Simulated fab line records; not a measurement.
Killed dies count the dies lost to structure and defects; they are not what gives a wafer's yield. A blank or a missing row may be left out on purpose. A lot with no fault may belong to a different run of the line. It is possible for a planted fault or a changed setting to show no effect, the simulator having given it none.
Lot-split experiment / flow berkeley cmos170 / 23 wafers read across 5 lots, on a route 331 steps long

## SPLIT DETAILS
At UCB170_NVT_IMPLANT_07, the setting dose cm2 was moved away from the recipe's 3e+12 on 5 of the 23 wafers read, by -6.8% to +5.1%. All remaining wafers had this setting at the recipe value.

## THE PATH FROM SPLIT TO READING: the file shows 1 step between them
- UCB170_NVT_STRIP_08: strips in O2

## THE READING
NVT_TW, at UCB170_NVT_TW_MEAS_09. Typical for fault-free wafers on this fab line: 524, with standard deviation 3.

wafer=L074.1; tool, chamber at the split=implanter-02, 0; dose cm2 as run=2.797e+12; against the recipe=-6.8%; NVT_TW=518; against lot-mates on the recipe=-11
wafer=L074.2; tool, chamber at the split=implanter-02, 0; dose cm2 as run=2.797e+12; against the recipe=-6.8%; NVT_TW=517; against lot-mates on the recipe=-12
wafer=L074.3; tool, chamber at the split=implanter-02, 0; dose cm2 as run=3e+12; against the recipe=recipe; NVT_TW=530; against lot-mates on the recipe=-
wafer=L074.4; tool, chamber at the split=implanter-02, 0; dose cm2 as run=3e+12; against the recipe=recipe; NVT_TW=529; against lot-mates on the recipe=-
wafer=L074.6; tool, chamber at the split=implanter-02, 0; dose cm2 as run=3e+12; against the recipe=recipe; NVT_TW=528; against lot-mates on the recipe=-
wafer=L077.1; tool, chamber at the split=implanter-03, 0; dose cm2 as run=3e+12; against the recipe=recipe; NVT_TW=521; against lot-mates on the recipe=-
wafer=L077.2; tool, chamber at the split=implanter-03, 0; dose cm2 as run=3e+12; against the recipe=recipe; NVT_TW=522; against lot-mates on the recipe=-
wafer=L077.3; tool, chamber at the split=implanter-03, 0; dose cm2 as run=3e+12; against the recipe=recipe; NVT_TW=522; against lot-mates on the recipe=-
wafer=L077.4; tool, chamber at the split=implanter-03, 0; dose cm2 as run=3e+12; against the recipe=recipe; NVT_TW=523; against lot-mates on the recipe=-
wafer=L077.5; tool, chamber at the split=implanter-03, 0; dose cm2 as run=3e+12; against the recipe=recipe; NVT_TW=523; against lot-mates on the recipe=-
wafer=L082.1; tool, chamber at the split=implanter-02, 0; dose cm2 as run=3e+12; against the recipe=recipe; NVT_TW=524; against lot-mates on the recipe=-
wafer=L082.2; tool, chamber at the split=implanter-02, 0; dose cm2 as run=3e+12; against the recipe=recipe; NVT_TW=524; against lot-mates on the recipe=-
wafer=L082.3; tool, chamber at the split=implanter-02, 0; dose cm2 as run=3e+12; against the recipe=recipe; NVT_TW=521; against lot-mates on the recipe=-
wafer=L082.5; tool, chamber at the split=implanter-02, 0; dose cm2 as run=3e+12; against the recipe=recipe; NVT_TW=523; against lot-mates on the recipe=-
wafer=L082.6; tool, chamber at the split=implanter-02, 0; dose cm2 as run=3e+12; against the recipe=recipe; NVT_TW=525; against lot-mates on the recipe=-
wafer=L083.1; tool, chamber at the split=implanter-03, 0; dose cm2 as run=3.152e+12; against the recipe=+5.1%; NVT_TW=529; against lot-mates on the recipe=+6
wafer=L083.2; tool, chamber at the split=implanter-03, 0; dose cm2 as run=3.152e+12; against the recipe=+5.1%; NVT_TW=530; against lot-mates on the recipe=+7
wafer=L083.3; tool, chamber at the split=implanter-03, 0; dose cm2 as run=3e+12; against the recipe=recipe; NVT_TW=524; against lot-mates on the recipe=-
wafer=L083.5; tool, chamber at the split=implanter-03, 0; dose cm2 as run=3.152e+12; against the recipe=+5.1%; NVT_TW=530; against lot-mates on the recipe=+7
wafer=L083.6; tool, chamber at the split=implanter-03, 0; dose cm2 as run=3e+12; against the recipe=recipe; NVT_TW=522; against lot-mates on the recipe=-
wafer=L085.2; tool, chamber at the split=implanter-03, 0; dose cm2 as run=3e+12; against the recipe=recipe; NVT_TW=518; against lot-mates on the recipe=-
wafer=L085.4; tool, chamber at the split=implanter-03, 0; dose cm2 as run=3e+12; against the recipe=recipe; NVT_TW=518; against lot-mates on the recipe=-
wafer=L085.5; tool, chamber at the split=implanter-03, 0; dose cm2 as run=3e+12; against the recipe=recipe; NVT_TW=519; against lot-mates on the recipe=-

THE FIT
A straight line over all 23 wafers: NVT_TW changes by +1.04 for each +1% of dose cm2; r = +0.69; the points scatter about the line by 3.1.
The same after taking each lot's own level away (the mean of its wafers on the recipe; 23 wafers): +1.53 for each +1%; r = +0.97; scatter 1.
On that fit, the largest move of dose cm2 shifts the reading by 10.
From 518.3 to 529.0: that is the span of the lots' own levels, equal to 3.6 times the standard deviation above.
So the lot-to-lot level blurs the effect unless lot-mates are compared.
Check: -10.4 against its lot-mates is what the line predicts for one of the wafers moved furthest among these (-6.8%) when that wafer is left out of the fit. Against them it came out at -11.

## OTHER SPLITS APPLIED TO THESE WAFERS
These wafers also went through other splits before the reading. Each is held against what the fit with the lots' levels taken away leaves over:
other split on the same wafers=UCB170_START_OXIDATION_02 temp c; wafers away from the commonest value=15; r with NVT_TW (lot level and that fit taken away)=+0.06
other split on the same wafers=UCB170_ACTIVE_CVD_05 temp c; wafers away from the commonest value=18; r with NVT_TW (lot level and that fit taken away)=-0.07
other split on the same wafers=UCB170_SACOX_OXIDATION_01 temp c; wafers away from the commonest value=15; r with NVT_TW (lot level and that fit taken away)=+0.21

## THE FILE'S OWN FIT
NVT_TW changes by +1.57 for each +1% of dose cm2, r = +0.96.
